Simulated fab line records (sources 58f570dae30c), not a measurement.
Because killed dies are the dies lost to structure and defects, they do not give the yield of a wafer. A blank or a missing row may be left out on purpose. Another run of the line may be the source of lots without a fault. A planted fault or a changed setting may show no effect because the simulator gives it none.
The tool behind it: which one? :: flow berkeley cmos170 :: 7 lots, 20 wafers sampled, at 2 steps of a route of 331

## WHAT EACH GAUGE READ, for each wafer
UCB170_M2_OVL_MEAS_16.
lot: L837
measured: day 9 05:38
on: overlay-01
M2_OVL (nm): 4 2 1

lot: L840
measured: day 9 16:58
on: overlay-01
M2_OVL (nm): -5 -3 -8

lot: L843
measured: day 10 21:46
on: overlay-02
M2_OVL (nm): -4 6 3

lot: L846
measured: day 11 07:41
on: overlay-02
M2_OVL (nm): -10 -10 -10

lot: L848
measured: day 11 09:38
on: overlay-02
M2_OVL (nm): -9 -2 -9

lot: L850
measured: day 11 10:59
on: overlay-02
M2_OVL (nm): -14 -8 -14

lot: L855
measured: day 12 15:41
on: overlay-02
M2_OVL (nm): -9 -4

## WHAT TOOL EACH LOT RAN ON (gives the tool, then ch and the chambers of the sampled wafers, and finally the start)
lot: L837
UCB170_NWELL_OXIDATION_01: furnace-04 ch 0, day 2 13:35

lot: L840
UCB170_NWELL_OXIDATION_01: furnace-02 ch 0, day 2 21:07

lot: L843
UCB170_NWELL_OXIDATION_01: furnace-04 ch 0, day 3 21:13

lot: L846
UCB170_NWELL_OXIDATION_01: furnace-02 ch 0, day 4 08:14

lot: L848
UCB170_NWELL_OXIDATION_01: furnace-02 ch 0, day 4 16:35

lot: L850
UCB170_NWELL_OXIDATION_01: furnace-02 ch 0, day 4 20:31

lot: L855
UCB170_NWELL_OXIDATION_01: furnace-02 ch 0, day 5 16:18
- UCB170_NWELL_OXIDATION_01: target thk 26.4 nm, ox time 1260 s.

## THE ANSWER, worked out from the rows above alone
Rule: the usual values come from the lots themselves. The widest of any qualifying gaps counts: lots, ordered by their means at a reading, are off when they make up no more than a third of the lots, leave a main group of 4 or more, and stand apart from it by 3 or more times the standard deviation of that group's means. If all means in a main group match to the digits the tables above print for the reading, that group is not used. Also off: a lot with no number at a reading for which 4 or more lots have one. All remaining lots with rows at the step are treated as sound.
No lot is off on any of the readings shown, so nothing can be concluded from this.

## WHAT HAD BEEN PUT IN BY THE SIMULATOR
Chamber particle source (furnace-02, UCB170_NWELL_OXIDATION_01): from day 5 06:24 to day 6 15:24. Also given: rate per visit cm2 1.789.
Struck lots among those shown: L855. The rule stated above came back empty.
